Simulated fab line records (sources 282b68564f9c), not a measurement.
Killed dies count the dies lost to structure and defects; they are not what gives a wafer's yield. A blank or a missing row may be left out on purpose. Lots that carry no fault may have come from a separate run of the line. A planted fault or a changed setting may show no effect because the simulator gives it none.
fab line records	flow rit-cmos
record: lots: 7	wafers: 21	last-day: 6
route steps=202 shown ACTIVE@8 FOX1@20 M1@202
lots untouched by any fault: they come from a run of this same line in which no faults occurred
start-h: the number of hours between the record's first day and the start of the first shown wafer of the lot	wait-h: hours elapsed since this lot's preceding step	" unchanged from the row above	L1.1+2: a single row standing in for several wafers	- either no value or no given start	* or withheld: withheld	< > ~ a bound
route shown NAME@n: NAME is a module with steps in the file, n the number in the route of the first one	usual: mean/standard deviation taken from wafers without a fault	same: alike in all rows	chamber/n: place in a boat	sites: readings site by site	_std_site: how widely they spread, as a standard deviation	_edge_site: the outer-site mean with the inner-site mean subtracted	radius-mm: how far each site lies from the wafer's centre	mask NAME#n: copy n	behind: the tool/chamber that last shaped the wafer	hold: why the lot was held/for how many hours/how that ended	device: the transistor (n, p or np) that didn't switch	end of line: the same wafers' tests at the end of the route	for a step that has no rows: nothing shown but its recipe	killed: not the wafer's yield, but the dies lost to structure and defects at the first sort	map: a wafer's dies, x killed, . not, _ none there
set.NAME: the setting that was run; set.NAME@STEP: the one run at that earlier step	model.NAME: the simulator's own value behind a step, which no gauge read
lots at some steps of the route; a table a step, a row a wafer
services: the hour from which a tool's chamber was out of use, counted from the record's first day as start-h (under 0 if before that day), plus the number of hours and why
== steps ==
step: RIT_ACTIVE_SOFTBAKE_07
recipe: resist: NOVOLAK	temp-c: 90	time-s: 60
step: RIT_ACTIVE_EXPOSE_08
recipe: mask-id: M1	na: 0.6	source-shape: conventional	sigma-outer: 0.6	target-cd-nm: 1400	dose-mj: 225
step: RIT_ACTIVE_PEB_09
recipe: resist: NOVOLAK	temp-c: withheld	time-s: withheld
step: RIT_ACTIVE_DEVELOP_10
recipe: resist: NOVOLAK	develop-time-s: 50	dev-temp-c: 23
step: RIT_ACTIVE_CD_MEAS_11
recipe: target-cd-nm: 1400
usual: cd-nm: 1400.1/2.4
lot.wafer	tool	chamber	start-h	wait-h	cd-nm
L984.1	cd-sem-02	-	21.73	-	1397.3
L984.3	"	-	"	"	1396.3
L984.5	"	-	"	"	1395.2
L985.2	cd-sem-02	-	24.74	-	1400.7
L985.4	"	-	"	"	1402.0
L985.5	"	-	"	"	1401.6
L988.3	cd-sem-01	-	39.48	-	1400.1
L988.5	"	-	"	"	1397.6
L988.6	"	-	"	"	1399.5
L989.1	cd-sem-01	-	44.56	-	1399.4
L989.3	"	-	"	"	1399.9
L989.5	"	-	"	"	1397.6
L991.1	cd-sem-02	-	54.56	-	1401.3
L991.2	"	-	"	"	1402.3
L991.6	"	-	"	"	1401.1
L992.1	cd-sem-01	-	61.44	-	1403.5
L992.2	"	-	"	"	1403.5
L992.5	"	-	"	"	1404.3
L999.1	cd-sem-01	-	95.00	-	1403.2
L999.3	"	-	"	"	1402.7
L999.5	"	-	"	"	1401.9
step: RIT_ACTIVE_HARDBAKE_12
recipe: resist: NOVOLAK	temp-c: 140	time-s: 60
step: RIT_ACTIVE_ETCH_13
recipe: stop-on: SiO2	chemistry: SF6	target: Si3N4	time-s: 210	over-etch-frac: 0.4	SF6_flow_sccm: 200	pressure-mtorr: 260	rf-w: 125	target-depth-a: 2100
usual: drypump-motor-current-A: 5.9/0.45	oes-product-au: 0.824/0.016	rf-fwd-power-W: 124.6/0.41	throttle-valve-pct: 7.47/0.1
same: time-s: 210
lot.wafer	tool	chamber	start-h	wait-h	drypump-motor-current-A	oes-product-au	rf-fwd-power-W	rf-hours-counter-h	throttle-valve-pct
L984.1	rie-diel-01	2	22.00	0.1	5.7	0.843	124.7	155	7.37
L984.3	"	1	"	"	6.4	0.822	124.6	151	7.38
L984.5	"	1	"	"	6.4	0.838	124.2	-	7.39
L985.2	rie-diel-04	2	25.07	0.1	6.6	0.829	124.9	29	7.41
L985.4	"	3	"	"	5.5	0.803	124.8	58	7.45
L985.5	"	0	"	"	5.8	0.827	124.7	-	7.55
L988.3	rie-diel-02	2	39.94	0.1	5.3	0.830	124.5	83	7.67
L988.5	"	2	"	"	5.3	0.824	124.6	-	7.68
L988.6	"	1	"	"	6.1	0.834	125.0	-	7.37
L989.1	rie-diel-02	0	44.83	0.1	5.6	0.821	125.3	81	7.52
L989.3	"	3	"	"	6.1	0.844	124.4	105	7.59
L989.5	"	2	"	"	5.3	0.822	124.9	-	7.68
L991.1	rie-diel-04	2	54.83	0.1	6.6	0.832	124.6	30	7.41
L991.2	"	0	"	"	5.8	0.813	124.8	160	7.54
L991.6	"	2	"	"	6.6	0.826	124.9	-	7.42
L992.1	rie-diel-02	3	61.71	0.1	6.2	0.864	124.5	105	7.60
L992.2	"	1	"	"	6.1	0.859	124.3	151	7.37
L992.5	"	3	"	"	6.1	0.853	124.4	-	7.61
L999.1	rie-diel-01	2	95.27	0.1	5.7	0.821	124.6	157	7.37
L999.3	"	3	"	"	5.5	0.808	124.7	2	7.42
L999.5	"	0	"	"	5.4	0.799	125.2	-	7.38
step: RIT_ACTIVE_STRIP_14
recipe: chemistry: O2	time-s: 180	resist: NOVOLAK	platen-temp-c: withheld	power-w: 500	pressure-mtorr: 4000	o2-flow-sccm: 4000
usual: drypump-motor-current-A: 5.76/0.26
same: time-s: 180
lot.wafer	tool	chamber	start-h	wait-h	drypump-motor-current-A	rf-hours-counter-h
L984.1	plasma-asher-02	0	22.14	0.1	6.15	38
L984.3	"	1	"	"	5.90	-
L984.5	"	1	"	"	5.91	-
L985.2	plasma-asher-02	0	25.21	0.1	6.15	38
L985.4	"	1	"	"	5.89	-
L985.5	"	1	"	"	5.92	-
L988.3	plasma-asher-02	0	40.13	0.1	6.13	-
L988.5	"	0	"	"	6.14	-
L988.6	"	1	"	"	5.90	-
L989.1	plasma-asher-01	0	44.97	0.1	6.03	38
L989.3	"	1	"	"	5.55	-
L989.5	"	0	"	"	6.04	-
L991.1	plasma-asher-04	0	54.97	0.1	5.45	40
L991.2	"	1	"	"	5.64	40
L991.6	"	0	"	"	5.43	-
L992.1	plasma-asher-04	1	61.84	0.1	5.62	40
L992.2	"	0	"	"	5.42	40
L992.5	"	0	"	"	5.43	-
L999.1	plasma-asher-02	1	95.40	0.1	5.90	46
L999.3	"	0	"	"	6.16	-
L999.5	"	1	"	"	5.91	-
step: RIT_ACTIVE_CD_MEAS_90
recipe: target-cd-nm: 1400
usual: cd-nm: 1400.1/2.4
lot.wafer	tool	chamber	start-h	wait-h	cd-nm
L984.1	cd-sem-02	-	22.31	0.1	1397.2
L984.3	"	-	"	"	1395.9
L984.5	"	-	"	"	1395.1
L985.2	cd-sem-02	-	25.40	0.1	1400.4
L985.4	"	-	"	"	1401.9
L985.5	"	-	"	"	1401.3
L988.3	cd-sem-02	-	40.29	0.1	1400.4
L988.5	"	-	"	"	1397.6
L988.6	"	-	"	"	1399.4
L989.1	cd-sem-02	-	45.14	0.1	1399.7
L989.3	"	-	"	"	1399.9
L989.5	"	-	"	"	1397.3
L991.1	cd-sem-02	-	55.14	0.1	1401.0
L991.2	"	-	"	"	1402.0
L991.6	"	-	"	"	1401.2
L992.1	cd-sem-02	-	62.02	0.1	1404.3
L992.2	"	-	"	"	1403.5
L992.5	"	-	"	"	1404.8
L999.1	cd-sem-02	-	95.58	0.1	1403.3
L999.3	"	-	"	"	1402.5
L999.5	"	-	"	"	1402.0
step: RIT_ACTIVE_CLEAN_15
recipe: chemistry: SC1	mix: 3:3:50	time-s: 600	temp-c: 75
step: RIT_ACTIVE_CLEAN_16
recipe: chemistry: dHF	dilution: 50:1	time-s: 30
step: RIT_ACTIVE_CLEAN_17
recipe: chemistry: SC2	mix: 3:3:50	time-s: 600	temp-c: 75	dry: n2-spin
step: RIT_FOX1_OXIDATION_00
recipe: temp-c: 1100	ambient: H2O	target-thk-a: 3507	p-h2o-torr: 720	ox-time-s: 1130
usual: spike-tc-load-C: 1129.1/1.9	zone-power-source-pct: 45.5/2.6
lot.wafer	tool	chamber	start-h	wait-h	spike-tc-load-C	zone-power-source-pct	model.SiO2_of_FOX1_OXIDATION_00.thk-nm
L984.1	furnace-01	0	23.99	1.2	1129.5	43.9	368.9
L984.3	"	0	"	"	1129.4	43.1	366.4
L984.5	"	0	"	"	1130.4	43.5	367.4
L985.2	furnace-04	0	28.86	3.0	1127.8	47.6	355.7
L985.4	"	0	"	"	1128.1	48.4	354.1
L985.5	"	0	"	"	1128.7	48.3	355.1
L988.3	furnace-04	0	42.05	1.3	1125.5	49.3	391.1
L988.5	"	0	"	"	1126.8	48.5	384.6
L988.6	"	0	"	"	1125.7	48.2	386.6
L989.1	furnace-04	0	45.76	0.1	1127.7	49.4	386.9
L989.3	"	0	"	"	1128.8	48.2	389.3
L989.5	"	0	"	"	1127.2	48.1	391.6
L991.1	furnace-04	0	58.96	3.3	1127.9	48.1	393
L991.2	"	0	"	"	1128.5	48.6	387.6
L991.6	"	0	"	"	1125.6	48.2	388.3
L992.1	furnace-03	0	68.02	5.5	1131.9	43.0	345.1
L992.2	"	0	"	"	1129.8	43.0	347.8
L992.5	"	0	"	"	1131.2	43.1	350.5
L999.1	furnace-01	0	96.06	0.0	1128.2	43.9	344
L999.3	"	0	"	"	1129.4	43.5	341
L999.5	"	0	"	"	1129.1	42.9	343.5
step: RIT_FOX1_THK_MEAS_01
recipe: reads: SiO2_of_FOX1_OXIDATION_00
usual: FOX1_OXIDE_THK: 350/7.1
lot.wafer	tool	chamber	start-h	wait-h	FOX1_OXIDE_THK[nm]
L984.1	film-metro-04	-	25.30	0.0	369
L984.3	"	-	"	"	367
L984.5	"	-	"	"	368
L985.2	film-metro-04	-	30.18	0.0	355
L985.4	"	-	"	"	354
L985.5	"	-	"	"	355
L988.3	film-metro-01	-	43.39	0.0	391
L988.5	"	-	"	"	384
L988.6	"	-	"	"	387
L989.1	film-metro-04	-	47.07	0.0	387
L989.3	"	-	"	"	390
L989.5	"	-	"	"	392
L991.1	film-metro-04	-	60.28	0.0	393
L991.2	"	-	"	"	388
L991.6	"	-	"	"	389
L992.1	film-metro-04	-	69.34	0.0	345
L992.2	"	-	"	"	348
L992.5	"	-	"	"	351
L999.1	film-metro-01	-	97.38	0.0	344
L999.3	"	-	"	"	341
L999.5	"	-	"	"	344
step: RIT_FOX1_WET_ETCH_02
recipe: chemistry: BOE	target-depth-nm: 350	time-s: 390	temp-c: 21.5	dry: n2-spin	dilution: 10:1	target: SiO2
step: RIT_M1_PROBE_99
usual: killed_at_M0_to_M3: 0.0/0.12	killed-at-contacts: 0.1/0.32	killed-at-front-end: 6/3.1	killed-dies: 7/3.2	killed-on-rim: 1.7/1.4	killed-open: 3.1/1.9	killed-short: 3.5/2.2
same: gross-dies: 264	killed_at_M4_up: 0	killed-at-back-side: 0	killed-at-other: 0
lot.wafer	tool	chamber	start-h	wait-h	killed_at_M0_to_M3	killed-at-contacts	killed-at-front-end	killed-dies	killed-on-rim	killed-open	killed-short	model.etest.nldd.width-nm	model.etest.pldd.width-nm	model.etest.pplus-sal.width-nm	model.etest.nplus-sal.width-nm	model.etest.poly-comb-over-steps.leak-log10-a-um
L984.1	prober-02	-	69.25	0.1	0	0	10	10	3	4	6	3166	3171	3417	3437	-12.7
L984.3	prober-02	-	69.35	0.2	0	0	6	6	3	3	3	3184	3181	3446	3453	-12.53
L984.5	prober-02	-	69.45	0.2	0	0	5	5	2	3	2	3178	3170	3428	3426	-12.82
L985.2	prober-01	-	74.14	0.1	0	0	3	3	1	1	2	3202	3205	3478	3487	-12.74
L985.4	prober-01	-	74.24	0.2	0	0	11	11	2	5	6	3209	3216	3459	3451	-12.71
L985.5	prober-01	-	74.29	0.2	0	0	5	5	1	1	4	3222	3194	3446	3462	-12.8
L988.3	prober-01	-	94.66	0.2	0	0	12	12	2	2	10	3101	3107	3414	3393	-12.8
L988.5	prober-01	-	94.76	0.2	0	1	5	6	3	2	4	3126	3119	3400	3401	-12.68
L988.6	prober-01	-	94.81	0.2	0	0	7	7	3	2	5	3127	3135	3414	3406	-12.8
L989.1	prober-02	-	96.06	0.1	0	0	8	8	1	3	5	3140	3136	3406	3412	-12.86
L989.3	prober-02	-	96.16	0.2	0	0	14	14	7	8	6	3142	3139	3403	3413	-12.79
L989.5	prober-02	-	96.26	0.2	0	0	6	6	2	1	5	3119	3129	3392	3400	-12.81
L991.1	prober-02	-	108.28	0.1	0	0	8	8	0	4	4	3135	3158	3406	3416	-12.21
L991.2	prober-02	-	108.33	0.1	1	0	6	7	2	2	5	3163	3147	3417	3408	-12.69
L991.6	prober-02	-	108.53	0.2	0	0	16	16	4	8	8	3146	3144	3426	3387	-12.61
L992.1	prober-02	-	117.31	0.1	0	0	3	3	0	2	1	3165	3158	3448	3442	-12.83
L992.2	prober-02	-	117.36	0.1	0	0	9	9	2	6	3	3176	3172	3445	3446	-12.8
L992.5	prober-02	-	117.51	0.2	0	0	4	4	0	0	4	3171	3156	3432	3439	-12.75
L999.1	prober-02	-	142.25	0.1	0	1	2	3	1	3	0	3178	3198	3463	3458	-12.82
L999.3	prober-02	-	142.35	0.2	0	0	5	5	1	2	3	3196	3192	3482	3469	-12.84
L999.5	prober-02	-	142.45	0.2	0	0	13	13	3	5	8	3190	3182	3456	3466	-12.87
killed by level:class
L984.1 FOX1:geometric-particle:short=2 REOX:geometric-particle:short=2 FOX2:geometric-particle:open=1 GATE:geometric-particle:short=1 GATE:geometric-particle:open=1 SPACER:geometric-particle:open=1 SILICIDE:geometric-particle:short=1 SILICIDE:geometric-particle:open=1
L984.3 FOX1:geometric-particle:open=2 SPACER:geometric-particle:short=2 FOX2:geometric-particle:open=1 FOX2:geometric-particle:short=1
L984.5 ACTIVE:geometric-particle:open=1 FOX2:geometric-particle:short=1 GATE:geometric-particle:open=1 SPACER:geometric-particle:short=1 SPACER:geometric-particle:open=1
L985.2 REOX:geometric-particle:short=2 REOX:geometric-particle:open=1
L985.4 FOX2:geometric-particle:short=3 FOX2:geometric-particle:open=2 GATE:geometric-particle:open=2 ACTIVE:geometric-particle:open=1 FOX1:geometric-particle:short=1 GATE:geometric-particle:short=1 REOX:geometric-particle:short=1
L985.5 REOX:geometric-particle:short=3 FOX1:geometric-particle:open=1 FOX1:geometric-particle:short=1
L988.3 REOX:geometric-particle:short=6 SPACER:geometric-particle:short=2 FOX2:geometric-particle:short=1 GATE:geometric-particle:short=1 GATE:geometric-particle:open=1 REOX:geometric-particle:open=1
L988.5 SILICIDE:geometric-particle:short=2 GATE:geometric-particle:open=1 GATE:geometric-particle:short=1 SPACER:geometric-particle:open=1 CONTACT:geometric-particle:short=1
L988.6 GATE:geometric-particle:short=2 REOX:geometric-particle:short=2 FOX2:geometric-particle:short=1 GATE:geometric-particle:open=1 REOX:geometric-particle:open=1
L989.1 REOX:geometric-particle:short=3 GATE:geometric-particle:open=2 FOX1:geometric-particle:short=1 SILICIDE:geometric-particle:open=1 SILICIDE:geometric-particle:short=1
L989.3 GATE:geometric-particle:open=4 FOX2:geometric-particle:open=2 GATE:geometric-particle:short=2 SILICIDE:geometric-particle:short=2 FOX1:geometric-particle:short=1 FOX1:geometric-particle:open=1 REOX:geometric-particle:short=1 SILICIDE:geometric-particle:open=1
L989.5 GATE:geometric-particle:short=2 SPACER:geometric-particle:short=2 FOX2:geometric-particle:short=1 REOX:geometric-particle:open=1
L991.1 SILICIDE:geometric-particle:open=3 SPACER:geometric-particle:short=2 GATE:geometric-particle:short=1 GATE:geometric-particle:open=1 REOX:geometric-particle:short=1
L991.2 GATE:geometric-particle:open=1 GATE:geometric-particle:short=1 REOX:geometric-particle:open=1 REOX:geometric-particle:short=1 SPACER:geometric-particle:short=1 SILICIDE:geometric-particle:short=1 M1:geometric-particle:short=1
L991.6 GATE:geometric-particle:open=4 GATE:geometric-particle:short=3 REOX:geometric-particle:open=3 REOX:geometric-particle:short=2 FOX1:geometric-particle:short=1 SILICIDE:geometric-particle:short=1 SPACER:geometric-particle:open=1 SPACER:geometric-particle:short=1
L992.1 GATE:geometric-particle:short=1 GATE:geometric-particle:open=1 SILICIDE:geometric-particle:open=1
L992.2 REOX:geometric-particle:open=3 GATE:geometric-particle:short=1 GATE:geometric-particle:open=1 REOX:geometric-particle:short=1 SPACER:geometric-particle:open=1 SPACER:geometric-particle:short=1 SILICIDE:geometric-particle:open=1
L992.5 REOX:geometric-particle:short=2 GATE:geometric-particle:short=1 SPACER:geometric-particle:short=1
L999.1 GATE:geometric-particle:open=2 CONTACT:geometric-particle:open=1
L999.3 GATE:geometric-particle:open=2 GATE:geometric-particle:short=1 SPACER:geometric-particle:short=1 SILICIDE:geometric-particle:short=1
L999.5 GATE:geometric-particle:short=4 GATE:geometric-particle:open=3 FOX1:geometric-particle:short=1 FOX2:geometric-particle:open=1 FOX2:geometric-particle:short=1 REOX:geometric-particle:open=1 SPACER:geometric-particle:short=1 SILICIDE:geometric-particle:short=1
== services ==
tool	chamber	start-h	hours	kind
rie-diel-01	0	4.14	-	clean
rie-diel-01	0	4.14	-	consumable-replace:esc
rie-diel-01	0	4.14	23.5	scheduled-down
rie-diel-01	0	4.14	23.5	vent-cycle
furnace-01	-	12.30	3.6	pm
furnace-03	-	21.02	3.6	pm
furnace-01	-	27.24	2.7	pm
plasma-asher-01	-	43.43	1.2	repair
rie-diel-04	3	46.71	8.7	repair
plasma-asher-04	-	49.04	2.8	pm
rie-diel-01	0	58.46	7.9	repair
rie-diel-01	0	80.34	5.4	repair
plasma-asher-04	-	85.90	2.0	repair
plasma-asher-04	-	89.52	2.1	repair
rie-diel-02	-	92.53	0.3	repair
rie-diel-02	2	95.01	11.4	repair
== key ==
first-sign: step: RIT_FOX1_THK_MEAS_01	reading: FOX1_OXIDE_THK	direction: up	sigmas: 5.5	usual: 350	struck: 389
effect none on later readings
model-effect: step: RIT_FOX1_OXIDATION_00	value: SiO2_of_FOX1_OXIDATION_00.thk-nm	without: 348.3	struck: 388.8
model-effect: step: RIT_M1_PROBE_99	value: etest.nldd.width-nm	without: 3181	struck: 3133
met-at RIT_FOX1_OXIDATION_00
struck-wafers L988.3,L988.5,L988.6,L989.1,L989.3,L989.5,L991.1,L991.2,L991.6
tester-left-out L988,L989,L991
onset-between 28.86 42.05
fault: kind: process-parameter-drift	tool: furnace-04	chamber: -	onset-h: 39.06	steps: RIT_FOX1_OXIDATION_00	channel: ox-time-s	offset: *	shape: step	end-h: 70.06	acts-in: *	stated: *
tester-left-out: of these lots the tester's yield and bins aren't shown, on N5 and GAA mostly nor the transistor test; their killed dies are dies lost to structure and defects alone, not to doping, threshold or leakage, so they don't give the yield
